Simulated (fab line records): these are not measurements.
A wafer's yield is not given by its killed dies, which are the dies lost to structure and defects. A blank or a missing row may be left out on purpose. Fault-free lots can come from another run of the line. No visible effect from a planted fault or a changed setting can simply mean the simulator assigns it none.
fab line records	flow rit-cmos
record lots=6	wafers=18	last-day=8
route steps=202 shown NLDD@110 PLDD@114 SPACER@125 NSD@131 PSD@142 M1@202
lots with no fault: from the same line, run without faults
start-h: hours from the record's opening day to when the first of the lot's shown wafers began	wait-h: hours from the lot's prior step to this one	" identical to the entry in the row above	L1.1+2: a row that stands for several wafers	- no value, or no start was given	* or withheld: withheld	< > ~ a bound
route shown NAME@n: a module of which the file shows steps, and the number in the route of the first	usual: the fault-free wafers' mean and standard deviation	same: alike in all rows	chamber/n: place in a boat	sites: per-site readings	_std_site: the values' standard deviation	_edge_site: outer sites' mean less inner sites'	radius-mm: for every site, how far away it sits from the centre of the wafer	mask NAME#n: copy n	behind: the most recent tool/chamber to have shaped the wafer	hold: why the lot went on hold/how many hours it stayed there/how the hold came to an end	device: which transistor (n, p or np) failed to switch	end of line: the tests these same wafers got at the end of their route	a step with no rows: only its recipe	killed: not the wafer's yield, but the dies lost to structure and defects at the first sort	map: a wafer's dies, marking killed ones x, the rest . and places with no die _
set.NAME: the setting as run; set.NAME@STEP: as run at that earlier step	model.NAME: the simulator's own value behind a step, which no gauge read
lots at selected steps of the route; one table per step, one row per wafer
services: when a tool's chamber went out of use (start-h, in hours from the record's first day, below 0 if earlier), for how many hours, and the reason
## steps
# step RIT_NLDD_HARDBAKE_07
# recipe resist=NOVOLAK	temp-c=140	time-s=60
# step RIT_NLDD_IMPLANT_08
# recipe species=P	energy-kev=20	dose-cm2=5e+14	tilt-deg=7
# step RIT_NLDD_STRIP_09
# recipe chemistry=O2	time-s=180	resist=NOVOLAK	platen-temp-c=withheld	power-w=500	pressure-mtorr=4000	o2-flow-sccm=4000
# usual drypump-motor-current-A=5.98/0.25
lot.wafer	tool	chamber	start-h	wait-h	drypump-motor-current-A	rf-hours-counter-h
L721.1	plasma-asher-04	0	65.59	0.1	5.78	43
L721.3	"	1	"	"	5.89	-
L721.5	"	0	"	"	5.80	-
L723.2	plasma-asher-04	1	72.86	0.1	5.91	44
L723.4	"	1	"	"	5.89	-
L723.5	"	0	"	"	5.80	-
L728.1	plasma-asher-03	0	97.29	0.1	6.40	33
L728.2	"	1	"	"	5.90	33
L728.5	"	1	"	"	5.94	-
L733.4	plasma-asher-03	1	129.91	0.1	5.91	-
L733.5	"	0	"	"	6.40	-
L733.6	"	1	"	"	5.92	-
L735.1	plasma-asher-02	1	144.23	0.1	5.62	47
L735.2	"	0	"	"	5.81	47
L735.6	"	1	"	"	5.62	-
L740.1	plasma-asher-03	1	173.08	0.1	5.94	40
L740.4	"	1	"	"	5.93	-
L740.5	"	0	"	"	6.41	-
# step RIT_NLDD_TW_MEAS_10
# usual NLDD_TW=2497/21
lot.wafer	tool	chamber	start-h	wait-h	NLDD_TW
L721.1	film-metro-02	-	65.76	0.1	2488
L721.3	"	-	"	"	2490
L721.5	"	-	"	"	2487
L723.2	film-metro-02	-	73.05	0.1	2494
L723.4	"	-	"	"	2488
L723.5	"	-	"	"	2496
L728.1	film-metro-02	-	97.46	0.1	2492
L728.2	"	-	"	"	2488
L728.5	"	-	"	"	2491
L733.4	film-metro-04	-	130.06	0.1	2473
L733.5	"	-	"	"	2473
L733.6	"	-	"	"	2476
L735.1	film-metro-04	-	144.41	0.1	2479
L735.2	"	-	"	"	2494
L735.6	"	-	"	"	2473
L740.1	film-metro-04	-	173.26	0.1	2479
L740.4	"	-	"	"	2463
L740.5	"	-	"	"	2470
# step RIT_PLDD_HMDS_00
# recipe prime-time-s=60	prime-temp-c=140
# step RIT_PLDD_COAT_01
# recipe resist=NOVOLAK	spin-rpm=3250	resist-thk-nm=1000
# step RIT_PLDD_SOFTBAKE_02
# recipe resist=NOVOLAK	temp-c=90	time-s=60
# step RIT_PLDD_EXPOSE_03
# recipe mask-id=M8	na=0.57	target-cd-nm=40900	dose-mj=250
# step RIT_PLDD_PEB_04
# recipe resist=NOVOLAK	temp-c=withheld	time-s=withheld
# step RIT_PLDD_DEVELOP_05
# recipe resist=NOVOLAK	develop-time-s=50	dev-temp-c=23
# step RIT_PLDD_OVL_MEAS_06
# usual PLDD_OVL=-0.2/1.4
lot.wafer	tool	chamber	start-h	wait-h	PLDD_OVL[nm]
L721.1	overlay-02	-	66.80	-	0.5
L721.3	"	-	"	"	1.0
L721.5	"	-	"	"	0.6
L723.2	overlay-02	-	74.08	-	-0.2
L723.4	"	-	"	"	0.4
L723.5	"	-	"	"	-2.3
L728.1	overlay-01	-	98.37	-	-3.0
L728.2	"	-	"	"	-0.5
L728.5	"	-	"	"	-1.6
L733.4	overlay-01	-	130.96	-	0.0
L733.5	"	-	"	"	1.0
L733.6	"	-	"	"	1.1
L735.1	overlay-01	-	145.44	-	2.6
L735.2	"	-	"	"	0.5
L735.6	"	-	"	"	0.9
L740.1	overlay-01	-	174.39	-	1.8
L740.4	"	-	"	"	0.3
L740.5	"	-	"	"	1.0
# step RIT_PLDD_HARDBAKE_07
# recipe resist=NOVOLAK	temp-c=140	time-s=60
# step RIT_PLDD_IMPLANT_08
# recipe species=BF2	energy-kev=20	dose-cm2=9e+14	tilt-deg=7
# usual beam-on-s=9.96/0.19	faraday-current-uA=2831/53
lot.wafer	tool	chamber	start-h	wait-h	beam-on-s	faraday-current-uA
L721.1	implanter-02	0	66.98	0.1	10.22	2750
L721.3	"	0	"	"	9.82	2864
L721.5	"	0	"	"	9.69	2898
L723.2	implanter-04	0	74.28	0.1	10.02	2824
L723.4	"	0	"	"	10.40	2709
L723.5	"	0	"	"	9.80	2872
L728.1	implanter-02	0	98.56	0.1	10.16	2790
L728.2	"	0	"	"	9.96	2824
L728.5	"	0	"	"	10.12	2795
L733.4	implanter-01	0	131.20	0.1	10.07	2798
L733.5	"	0	"	"	10.19	2768
L733.6	"	0	"	"	10.15	2788
L733.4	implanter-01	0	131.52	0.3	10.22	2755
L733.5	"	0	"	"	10.10	2793
L733.6	"	0	"	"	9.72	2898
L735.1	implanter-04	0	145.63	0.1	9.84	2882
L735.2	"	0	"	"	9.66	2911
L735.6	"	0	"	"	10.21	2754
L735.1	implanter-04	0	145.94	0.3	10.22	2767
L735.2	"	0	"	"	10.20	2755
L735.6	"	0	"	"	9.90	2867
L740.1	implanter-01	0	174.58	0.1	9.93	2850
L740.4	"	0	"	"	10.10	2796
L740.5	"	0	"	"	10.02	2816
# step RIT_PLDD_STRIP_09
# recipe chemistry=O2	time-s=180	resist=NOVOLAK	platen-temp-c=withheld	power-w=500	pressure-mtorr=4000	o2-flow-sccm=4000
# usual drypump-motor-current-A=5.8/0.47
lot.wafer	tool	chamber	start-h	wait-h	drypump-motor-current-A	rf-hours-counter-h
L721.1	plasma-asher-02	1	67.13	0.1	5.6	41
L721.3	"	0	"	"	5.8	-
L721.5	"	0	"	"	5.8	-
L723.2	plasma-asher-02	0	74.41	0.1	5.8	41
L723.4	"	1	"	"	5.6	-
L723.5	"	1	"	"	5.6	-
L728.1	plasma-asher-02	1	98.71	0.1	5.6	43
L728.2	"	0	"	"	5.8	43
L728.5	"	0	"	"	5.8	-
L733.4	plasma-asher-03	0	131.65	0.1	6.4	-
L733.5	"	0	"	"	6.4	-
L733.6	"	1	"	"	5.9	-
L735.1	plasma-asher-01	1	146.09	0.1	6.0	47
L735.2	"	0	"	"	4.8	47
L735.6	"	0	"	"	4.7	-
L740.1	plasma-asher-02	0	174.73	0.1	5.8	50
L740.4	"	0	"	"	5.8	-
L740.5	"	0	"	"	5.8	-
# step RIT_PLDD_TW_MEAS_10
# usual PLDD_TW=2354/20
lot.wafer	tool	chamber	start-h	wait-h	PLDD_TW
L721.1	film-metro-04	-	67.31	0.1	2336
L721.3	"	-	"	"	2342
L721.5	"	-	"	"	2336
L723.2	film-metro-02	-	74.59	0.1	2356
L723.4	"	-	"	"	2360
L723.5	"	-	"	"	2355
L728.1	film-metro-02	-	98.88	0.1	2354
L728.2	"	-	"	"	2354
L728.5	"	-	"	"	2348
L733.4	film-metro-04	-	131.80	0.1	2732
L733.5	"	-	"	"	2730
L733.6	"	-	"	"	2716
L735.1	film-metro-02	-	146.27	0.1	2757
L735.2	"	-	"	"	2752
L735.6	"	-	"	"	2742
L740.1	film-metro-02	-	174.90	0.1	2335
L740.4	"	-	"	"	2333
L740.5	"	-	"	"	2337
# step RIT_SPACER_CLEAN_00
# recipe chemistry=SC1	mix=3:3:50	time-s=600	temp-c=75
# step RIT_SPACER_CLEAN_01
# recipe chemistry=dHF	dilution=50:1	time-s=30
# step RIT_SPACER_CLEAN_02
# recipe chemistry=SC2	mix=3:3:50	time-s=600	temp-c=75	dry=n2-spin
# step RIT_SPACER_CVD_03
# recipe material=Si3N4	target-thk-nm=250	temp-c=810	precursor=SiH2Cl2/NH3	time-s=3300	pressure-mtorr=300	sih2cl2-flow-sccm=60	nh3-flow-sccm=150
# step RIT_SPACER_THK_MEAS_04
# recipe reads=Si3N4_of_SPACER_CVD_03
# usual SPACER_NITRIDE_THK=249.0/2.5
lot.wafer	tool	chamber	start-h	wait-h	SPACER_NITRIDE_THK[nm]
L721.1	film-metro-04	-	69.67	0.0	247.5
L721.3	"	-	"	"	250.1
L721.5	"	-	"	"	249.3
L723.2	film-metro-02	-	76.94	0.0	242.9
L723.4	"	-	"	"	242.8
L723.5	"	-	"	"	243.2
L728.1	film-metro-04	-	102.06	0.0	250.7
L728.2	"	-	"	"	249.8
L728.5	"	-	"	"	250.0
L733.4	film-metro-04	-	136.15	0.0	249.9
L733.5	"	-	"	"	252.4
L733.6	"	-	"	"	251.5
L735.1	film-metro-02	-	148.61	0.0	253.8
L735.2	"	-	"	"	251.8
L735.6	"	-	"	"	252.1
L740.1	film-metro-04	-	177.99	0.0	246.9
L740.4	"	-	"	"	248.3
L740.5	"	-	"	"	248.8
# step RIT_SPACER_ETCHBACK_05
# recipe target-depth-a=2500	SF6_flow_sccm=30	CHF3_flow_sccm=30	target=Si3N4	chemistry=SF6/CHF3	pressure-mtorr=40	rf-w=250	time-s=240	stop-on=SiO2
# usual drypump-motor-current-A=5.4/0.36	oes-product-au=0.840/0.015	throttle-valve-pct=10.27/0.15
lot.wafer	tool	chamber	start-h	wait-h	drypump-motor-current-A	oes-product-au	rf-hours-counter-h	throttle-valve-pct
L721.1	rie-diel-03	0	69.73	0.1	5.3	0.820	138	10.05
L721.3	"	3	"	"	5.8	0.862	100	10.25
L721.5	"	1	"	"	5.3	0.839	-	10.55
L723.2	rie-diel-02	0	76.99	0.0	5.4	0.812	69	10.24
L723.4	"	2	"	"	4.7	0.839	-	10.35
L723.5	"	0	"	"	5.4	0.814	-	10.25
L728.1	rie-diel-03	0	102.12	0.1	5.3	0.830	139	10.03
L728.2	"	3	"	"	5.8	0.862	101	10.26
L728.5	"	0	"	"	5.3	0.830	-	10.05
L733.4	rie-diel-02	1	136.18	0.0	5.4	0.845	44	10.29
L733.5	"	3	"	"	4.9	0.837	-	10.55
L733.6	"	0	"	"	5.4	0.831	-	10.24
L735.1	rie-diel-02	1	148.67	0.1	5.4	0.862	44	10.28
L735.2	"	3	"	"	4.9	0.831	143	10.56
L735.6	"	3	"	"	4.9	0.844	-	10.55
L740.1	rie-diel-03	3	178.05	0.1	5.8	0.856	102	10.25
L740.4	"	0	"	"	5.3	0.821	140	10.03
L740.5	"	1	"	"	5.3	0.835	-	10.54
# step RIT_NSD_HMDS_00
# recipe prime-time-s=60	prime-temp-c=140
# step RIT_NSD_COAT_01
# recipe resist=NOVOLAK	spin-rpm=3250	resist-thk-nm=1000
# step RIT_NSD_SOFTBAKE_02
# recipe resist=NOVOLAK	temp-c=90	time-s=60
# step RIT_NSD_EXPOSE_03
# recipe mask-id=M9	na=0.57	target-cd-nm=40700	dose-mj=250
# step RIT_NSD_PEB_04
# recipe resist=NOVOLAK	temp-c=withheld	time-s=withheld
# step RIT_NSD_DEVELOP_05
# recipe resist=NOVOLAK	develop-time-s=50	dev-temp-c=23
# step RIT_NSD_OVL_MEAS_06
# usual NSD_OVL=-0.5/1.2
lot.wafer	tool	chamber	start-h	wait-h	NSD_OVL[nm]
L721.1	overlay-01	-	70.85	-	-1.8
L721.3	"	-	"	"	-1.1
L721.5	"	-	"	"	-1.9
L723.2	overlay-02	-	78.12	-	0.9
L723.4	"	-	"	"	-0.4
L723.5	"	-	"	"	0.2
L728.1	overlay-01	-	103.24	-	-1.3
L728.2	"	-	"	"	0.8
L728.5	"	-	"	"	-0.5
L733.4	overlay-01	-	137.43	-	-0.8
L733.5	"	-	"	"	-0.8
L733.6	"	-	"	"	-1.3
L735.1	overlay-02	-	149.67	-	0.5
L735.2	"	-	"	"	1.5
L735.6	"	-	"	"	0.5
L740.1	overlay-02	-	179.05	-	1.7
L740.4	"	-	"	"	0.4
L740.5	"	-	"	"	-1.8
# step RIT_NSD_HARDBAKE_07
# recipe resist=NOVOLAK	temp-c=140	time-s=60
# step RIT_NSD_IMPLANT_08
# recipe species=P	energy-kev=25	dose-cm2=1e+15	tilt-deg=7
# step RIT_NSD_STRIP_09
# recipe chemistry=O2	time-s=180	resist=NOVOLAK	platen-temp-c=withheld	power-w=500	pressure-mtorr=4000	o2-flow-sccm=4000
# usual drypump-motor-current-A=5.6/0.44
lot.wafer	tool	chamber	start-h	wait-h	drypump-motor-current-A	rf-hours-counter-h
L721.1	plasma-asher-02	1	71.19	0.1	5.6	41
L721.3	"	1	"	"	5.6	-
L721.5	"	0	"	"	5.8	-
L723.2	plasma-asher-04	1	78.45	0.1	5.9	44
L723.4	"	1	"	"	5.9	-
L723.5	"	1	"	"	5.9	-
L728.1	plasma-asher-04	0	103.58	0.1	5.8	47
L728.2	"	1	"	"	5.9	47
L728.5	"	0	"	"	5.8	-
L733.4	plasma-asher-02	1	138.08	0.1	5.6	-
L733.5	"	1	"	"	5.6	-
L733.6	"	0	"	"	5.8	-
L735.1	plasma-asher-01	1	150.27	0.1	6.0	47
L735.2	"	0	"	"	4.7	47
L735.6	"	1	"	"	6.0	-
L740.1	plasma-asher-04	1	179.39	0.1	5.8	5
L740.4	"	1	"	"	5.9	-
L740.5	"	1	"	"	5.9	-
# step RIT_NSD_TW_MEAS_10
# usual NSD_TW=3132/26
lot.wafer	tool	chamber	start-h	wait-h	NSD_TW
L721.1	film-metro-04	-	71.36	0.1	3099
L721.3	"	-	"	"	3091
L721.5	"	-	"	"	3117
L723.2	film-metro-02	-	78.63	0.1	3139
L723.4	"	-	"	"	3113
L723.5	"	-	"	"	3139
L728.1	film-metro-04	-	103.75	0.1	3104
L728.2	"	-	"	"	3095
L728.5	"	-	"	"	3096
L733.4	film-metro-03	-	138.22	0.1	3175
L733.5	"	-	"	"	3157
L733.6	"	-	"	"	3174
L735.1	film-metro-04	-	150.44	0.1	3111
L735.2	"	-	"	"	3102
L735.6	"	-	"	"	3113
L740.1	film-metro-04	-	179.56	0.1	3111
L740.4	"	-	"	"	3109
L740.5	"	-	"	"	3098
# step RIT_PSD_HMDS_00
# recipe prime-time-s=60	prime-temp-c=140
# step RIT_PSD_COAT_01
# recipe resist=NOVOLAK	spin-rpm=3250	resist-thk-nm=1000
# step RIT_PSD_SOFTBAKE_02
# recipe resist=NOVOLAK	temp-c=90	time-s=60
# step RIT_PSD_EXPOSE_03
# recipe mask-id=M10	na=0.57	target-cd-nm=40900	dose-mj=250
# step RIT_PSD_PEB_04
# recipe resist=NOVOLAK	temp-c=withheld	time-s=withheld
# step RIT_PSD_DEVELOP_05
# recipe resist=NOVOLAK	develop-time-s=50	dev-temp-c=23
# step RIT_PSD_OVL_MEAS_06
# usual PSD_OVL=0.3/1.6
lot.wafer	tool	chamber	start-h	wait-h	PSD_OVL[nm]
L721.1	overlay-02	-	72.41	-	-0.2
L721.3	"	-	"	"	-1.5
L721.5	"	-	"	"	-0.6
L723.2	overlay-02	-	79.54	-	0.8
L723.4	"	-	"	"	-1.2
L723.5	"	-	"	"	0.2
L728.1	overlay-01	-	104.79	-	-1.6
L728.2	"	-	"	"	-0.8
L728.5	"	-	"	"	-1.3
L733.4	overlay-02	-	139.26	-	2.5
L733.5	"	-	"	"	2.9
L733.6	"	-	"	"	1.6
L735.1	overlay-02	-	151.35	-	2.4
L735.2	"	-	"	"	3.5
L735.6	"	-	"	"	1.6
L740.1	overlay-02	-	180.47	-	1.8
L740.4	"	-	"	"	0.0
L740.5	"	-	"	"	-0.1
# step RIT_PSD_HARDBAKE_07
# recipe resist=NOVOLAK	temp-c=140	time-s=60
# step RIT_PSD_IMPLANT_08
# recipe species=BF2	energy-kev=27	dose-cm2=5e+15	tilt-deg=7
# step RIT_PSD_STRIP_09
# recipe chemistry=O2	time-s=180	resist=NOVOLAK	platen-temp-c=withheld	power-w=500	pressure-mtorr=4000	o2-flow-sccm=4000
# usual drypump-motor-current-A=5.8/0.46
lot.wafer	tool	chamber	start-h	wait-h	drypump-motor-current-A	rf-hours-counter-h
L721.1	plasma-asher-03	1	72.95	0.1	6.0	30
L721.3	"	1	"	"	5.9	-
L721.5	"	0	"	"	6.4	-
L723.2	plasma-asher-01	0	79.87	0.1	4.7	40
L723.4	"	1	"	"	6.0	-
L723.5	"	1	"	"	6.0	-
L728.1	plasma-asher-01	1	105.13	0.1	6.1	43
L728.2	"	0	"	"	4.7	43
L728.5	"	1	"	"	6.0	-
L733.4	plasma-asher-04	0	139.64	0.1	5.8	-
L733.5	"	0	"	"	5.8	-
L733.6	"	1	"	"	5.9	-
L735.1	plasma-asher-01	0	151.69	0.1	4.7	47
L735.2	"	1	"	"	6.0	47
L735.6	"	0	"	"	4.7	-
L740.1	plasma-asher-01	1	180.81	0.1	6.0	50
L740.4	"	0	"	"	4.7	-
L740.5	"	0	"	"	4.7	-
# step RIT_SDANNEAL_RS_MEAS_06
# recipe thk-meas-gauge=four-point-probe
# usual PLDD_RS=178.8/0.48
lot.wafer	tool	chamber	start-h	wait-h	PLDD_RS[ohm/sq]
L721.1	film-metro-04	-	73.85	0.1	178.1
L721.3	"	-	"	"	178.3
L721.5	"	-	"	"	178.1
L723.2	film-metro-04	-	80.79	0.1	178.7
L723.4	"	-	"	"	178.4
L723.5	"	-	"	"	179.1
L728.1	film-metro-02	-	106.06	0.1	179.3
L728.2	"	-	"	"	179.3
L728.5	"	-	"	"	178.8
L733.4	film-metro-02	-	140.68	0.1	151.9
L733.5	"	-	"	"	151.8
L733.6	"	-	"	"	152.0
L735.1	film-metro-02	-	152.59	0.1	152.4
L735.2	"	-	"	"	152.0
L735.6	"	-	"	"	152.6
L740.1	film-metro-03	-	181.74	0.1	179.4
L740.4	"	-	"	"	179.5
L740.5	"	-	"	"	179.3
# step RIT_M1_PROBE_99
# usual killed-at-contacts=0.0/0.22	killed-at-front-end=6.6/2.7	killed-dies=6.7/2.7	killed-open=3.4/2	killed-short=3.2/1.8
# same gross-dies=264	killed_at_M0_to_M3=0	killed_at_M4_up=0	killed-at-back-side=0	killed-at-other=0
lot.wafer	tool	chamber	start-h	wait-h	killed-at-contacts	killed-at-front-end	killed-dies	killed-open	killed-short
L721.1	prober-01	-	81.03	0.1	0	5	5	1	4
L721.3	prober-01	-	81.13	0.2	0	3	3	3	0
L721.5	prober-01	-	81.23	0.2	0	10	10	7	3
L723.2	prober-01	-	88.06	0.1	0	11	11	7	4
L723.4	prober-01	-	88.16	0.2	0	7	7	5	2
L723.5	prober-01	-	88.21	0.2	0	12	12	4	8
L728.1	prober-02	-	113.21	0.1	0	9	9	5	3
L728.2	prober-02	-	113.26	0.1	0	6	6	4	2
L728.5	prober-02	-	113.41	0.2	0	11	11	3	7
L733.4	prober-01	-	148.01	0.2	0	3	3	2	1
L733.5	prober-01	-	148.06	0.2	0	8	8	2	6
L733.6	prober-01	-	148.11	0.2	0	7	7	5	2
L735.1	prober-01	-	160.81	0.1	1	5	6	4	2
L735.2	prober-01	-	160.86	0.1	0	4	4	1	3
L735.6	prober-01	-	161.06	0.2	0	8	8	5	3
# killed by level:class
L721.1 FOX2:geometric-particle:short=1 GATE:geometric-particle:short=1 REOX:geometric-particle:short=1 REOX:geometric-particle:open=1 SILICIDE:geometric-particle:short=1
L721.3 FOX2:geometric-particle:open=1 GATE:geometric-particle:open=1 REOX:geometric-particle:open=1
L721.5 FOX1:geometric-particle:short=2 REOX:geometric-particle:open=2 SPACER:geometric-particle:open=2 FOX1:geometric-particle:open=1 FOX2:geometric-particle:open=1 REOX:geometric-particle:short=1 SILICIDE:geometric-particle:open=1
L723.2 GATE:geometric-particle:open=5 FOX1:geometric-particle:open=2 SPACER:geometric-particle:short=2 FOX1:geometric-particle:short=1 REOX:geometric-particle:short=1
L723.4 GATE:geometric-particle:open=2 REOX:geometric-particle:open=2 GATE:geometric-particle:short=1 SPACER:geometric-particle:short=1 SILICIDE:geometric-particle:open=1
L723.5 GATE:geometric-particle:short=6 GATE:geometric-particle:open=2 SPACER:geometric-particle:open=2 FOX1:geometric-particle:short=1 SPACER:geometric-particle:short=1
L728.1 FOX1:geometric-particle:open=2 GATE:geometric-particle:short=2 GATE:geometric-particle:open=1 REOX:geometric-particle:open=1 SPACER:geometric-particle:open=1 SILICIDE:geometric-particle:short=1 NSD:coat-microbubble-printed=1
L728.2 GATE:geometric-particle:open=3 FOX1:geometric-particle:short=1 SILICIDE:geometric-particle:short=1 SILICIDE:geometric-particle:open=1
L728.5 GATE:geometric-particle:short=4 FOX1:geometric-particle:short=2 GATE:geometric-particle:open=1 REOX:geometric-particle:open=1 SPACER:geometric-particle:open=1 SILICIDE:geometric-particle:short=1 NSD:coat-microbubble-printed=1
L733.4 FOX2:geometric-particle:short=1 SPACER:geometric-particle:open=1 SILICIDE:geometric-particle:open=1
L733.5 REOX:geometric-particle:short=3 GATE:geometric-particle:short=2 ACTIVE:geometric-particle:open=1 FOX1:geometric-particle:short=1 GATE:geometric-particle:open=1
L733.6 FOX1:geometric-particle:open=2 FOX2:geometric-particle:open=2 FOX1:geometric-particle:short=1 GATE:geometric-particle:open=1 GATE:geometric-particle:short=1
L735.1 GATE:geometric-particle:open=2 FOX1:geometric-particle:open=1 REOX:geometric-particle:short=1 REOX:geometric-particle:open=1 CONTACT:geometric-particle:short=1
L735.2 FOX1:geometric-particle:short=1 FOX2:geometric-particle:short=1 GATE:geometric-particle:open=1 SPACER:geometric-particle:short=1
L735.6 REOX:geometric-particle:open=2 SILICIDE:geometric-particle:open=2 FOX1:geometric-particle:short=1 FOX1:geometric-particle:open=1 FOX2:geometric-particle:short=1 GATE:geometric-particle:short=1
## services
tool	chamber	start-h	hours	kind
rie-diel-03	2	55.07	1.8	repair
rie-diel-02	3	55.30	32.9	repair
implanter-01	-	70.07	1.7	repair
rie-diel-03	1	81.68	-	clean
rie-diel-03	1	81.68	24.8	scheduled-down
rie-diel-03	1	81.68	24.8	vent-cycle
plasma-asher-02	-	83.87	14.6	pm
implanter-04	-	87.31	2.3	repair
rie-diel-02	0	89.08	2.4	repair
plasma-asher-01	-	103.33	0.4	repair
plasma-asher-04	-	108.75	9.0	pm
plasma-asher-04	0	108.75	9.0	vent-cycle
plasma-asher-04	1	108.75	9.0	vent-cycle
plasma-asher-04	0	117.75	-	clean
plasma-asher-04	1	117.75	-	clean
plasma-asher-04	-	146.74	1.6	repair
implanter-04	-	171.25	2.4	repair
plasma-asher-02	-	171.97	1.6	repair
implanter-02	-	177.92	5.7	pm
rie-diel-02	3	180.02	-	clean
## key
first-sign step=RIT_PLDD_IMPLANT_08	reading=visit	direction=added
effect step=RIT_PLDD_TW_MEAS_10	reading=PLDD_TW	direction=up	sigmas=19	usual=2354	struck=2738
effect step=RIT_SDANNEAL_RS_MEAS_06	reading=PLDD_RS	direction=down	sigmas=55	usual=178.8	struck=152.1
met-at RIT_PLDD_IMPLANT_08
struck-wafers L733.4,L733.5,L733.6,L735.1,L735.2,L735.6
tester-left-out L733,L735
fault kind=repeated-step-whole	tool=implanter-01,implanter-02,implanter-04	chamber=-	onset-h=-	steps=RIT_PLDD_IMPLANT_08	times=1	scope=struck-lots-only
# tester-left-out: of these lots the tester's yield and bins aren't shown, on N5 and GAA mostly nor the transistor test; their killed dies are dies lost to structure and defects alone, not to doping, threshold or leakage, so they don't give the yield
